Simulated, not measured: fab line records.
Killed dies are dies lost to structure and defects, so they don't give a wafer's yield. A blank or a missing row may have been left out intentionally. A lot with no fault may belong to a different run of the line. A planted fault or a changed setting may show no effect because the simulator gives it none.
Shared-tool check / flow berkeley cmos170 / 14 lots, 42 wafers sampled

REASON FOR OPENING
2 of 14 lots carry a flag on the reading M1_AL_RS at UCB170_M1_RS_MEAS_01. Wafers without a fault read 0.0483 ohm/sq, standard deviation 0.0007.
Rule: flag the lot when none of its wafers has a number, or when each of its wafers that has one lies beyond 4 standard deviations from that mean. The rest of the lots are taken to be sound.

lot=L574; measured=day 8 22:20; on=film metro-04; M1_AL_RS (ohm/sq), wafer by wafer=0.0490 0.0484 0.0484; flag=
lot=L575; measured=day 9 14:44; on=film metro-02; M1_AL_RS (ohm/sq), wafer by wafer=0.0487 0.0481 0.0490; flag=
lot=L577; measured=day 9 15:28; on=film metro-02; M1_AL_RS (ohm/sq), wafer by wafer=0.0483 0.0488 0.0487; flag=
lot=L579; measured=day 9 18:39; on=film metro-03; M1_AL_RS (ohm/sq), wafer by wafer=0.0490 0.0485 0.0480; flag=
lot=L580; measured=day 9 18:50; on=film metro-02; M1_AL_RS (ohm/sq), wafer by wafer=0.0484 0.0480 0.0480; flag=
lot=L581; measured=day 9 20:34; on=film metro-03; M1_AL_RS (ohm/sq), wafer by wafer=0.0486 0.0488 0.0479; flag=
lot=L582; measured=day 10 03:11; on=film metro-03; M1_AL_RS (ohm/sq), wafer by wafer=0.0483 0.0480 0.0488; flag=
lot=L583; measured=day 10 04:47; on=film metro-02; M1_AL_RS (ohm/sq), wafer by wafer=0.0244 0.0240 0.0242; flag=FLAGGED
lot=L584; measured=day 10 13:24; on=film metro-04; M1_AL_RS (ohm/sq), wafer by wafer=0.0237 0.0240 0.0245; flag=FLAGGED
lot=L587; measured=day 11 10:31; on=film metro-02; M1_AL_RS (ohm/sq), wafer by wafer=0.0478 0.0480 0.0480; flag=
lot=L593; measured=day 12 08:06; on=film metro-02; M1_AL_RS (ohm/sq), wafer by wafer=0.0477 0.0464 0.0481; flag=
lot=L594; measured=day 12 08:56; on=film metro-04; M1_AL_RS (ohm/sq), wafer by wafer=0.0483 0.0483 0.0488; flag=
lot=L592; measured=day 12 14:26; on=film metro-03; M1_AL_RS (ohm/sq), wafer by wafer=0.0483 0.0484 0.0472; flag=
lot=L595; measured=day 14 12:02; on=film metro-02; M1_AL_RS (ohm/sq), wafer by wafer=0.0479 0.0485 0.0484; flag=
Average over the flagged lots: 0.0241 ohm/sq; offset from the usual -0.0242 ohm/sq, equal to -35 standard deviations.

EACH LOT AND THE TOOL IT RAN ON
The record keeps 1 process step preceding the reading, out of 331 steps on the route. Cell contents, in order: the tool; ch with the chambers the sampled wafers went through; the start.
lot=L574; flag=; UCB170_M1_SPUTTER_00=pvd sputter-03, day 8 22:16
lot=L575; flag=; UCB170_M1_SPUTTER_00=pvd sputter-01, day 9 14:41
lot=L577; flag=; UCB170_M1_SPUTTER_00=pvd sputter-03, day 9 15:23
lot=L579; flag=; UCB170_M1_SPUTTER_00=pvd sputter-02, day 9 18:34
lot=L580; flag=; UCB170_M1_SPUTTER_00=pvd sputter-03, day 9 18:45
lot=L581; flag=; UCB170_M1_SPUTTER_00=pvd sputter-01, day 9 20:26
lot=L582; flag=; UCB170_M1_SPUTTER_00=pvd sputter-01, day 10 03:07
lot=L583; flag=FLAGGED; UCB170_M1_SPUTTER_00=pvd sputter-02, day 10 04:29
lot=L584; flag=FLAGGED; UCB170_M1_SPUTTER_00=pvd sputter-01, day 10 13:05
lot=L587; flag=; UCB170_M1_SPUTTER_00=pvd sputter-02, day 11 10:25
lot=L593; flag=; UCB170_M1_SPUTTER_00=pvd sputter-01, day 12 08:02
lot=L594; flag=; UCB170_M1_SPUTTER_00=pvd sputter-02, day 12 08:50
lot=L592; flag=; UCB170_M1_SPUTTER_00=pvd sputter-01, day 12 14:22
lot=L595; flag=; UCB170_M1_SPUTTER_00=pvd sputter-03, day 14 11:58
These steps, and what they do:
- UCB170_M1_SPUTTER_00: material Al, target thk 600 nm, time 80 s.
- UCB170_M1_RS_MEAS_01: measures by four-point-probe.

FLAGGED AGAINST TOTAL, ONE TOOL AT A TIME (gauges that did the reading follow at the end)
step=UCB170_M1_SPUTTER_00; tool=pvd sputter-01; lots run=6; flagged=1; share of the flagged lots=some; sound lots run after its first flagged lot=2 (L593,L592)
step=UCB170_M1_SPUTTER_00; tool=pvd sputter-02; lots run=4; flagged=1; share of the flagged lots=some; sound lots run after its first flagged lot=2 (L587,L594)
step=UCB170_M1_SPUTTER_00; tool=pvd sputter-03; lots run=4; flagged=0; share of the flagged lots=none; sound lots run after its first flagged lot=-
step=UCB170_M1_RS_MEAS_01; tool=film metro-02; lots run=7; flagged=1; share of the flagged lots=some; sound lots run after its first flagged lot=3 (L587,L593,L595)
step=UCB170_M1_RS_MEAS_01; tool=film metro-03; lots run=4; flagged=0; share of the flagged lots=none; sound lots run after its first flagged lot=-
step=UCB170_M1_RS_MEAS_01; tool=film metro-04; lots run=3; flagged=1; share of the flagged lots=some; sound lots run after its first flagged lot=1 (L594)

WHAT IS ALLOWED BY THE TABLE
No row of the table ran every flagged lot.

WHAT WAS PUT IN BY THE SIMULATOR
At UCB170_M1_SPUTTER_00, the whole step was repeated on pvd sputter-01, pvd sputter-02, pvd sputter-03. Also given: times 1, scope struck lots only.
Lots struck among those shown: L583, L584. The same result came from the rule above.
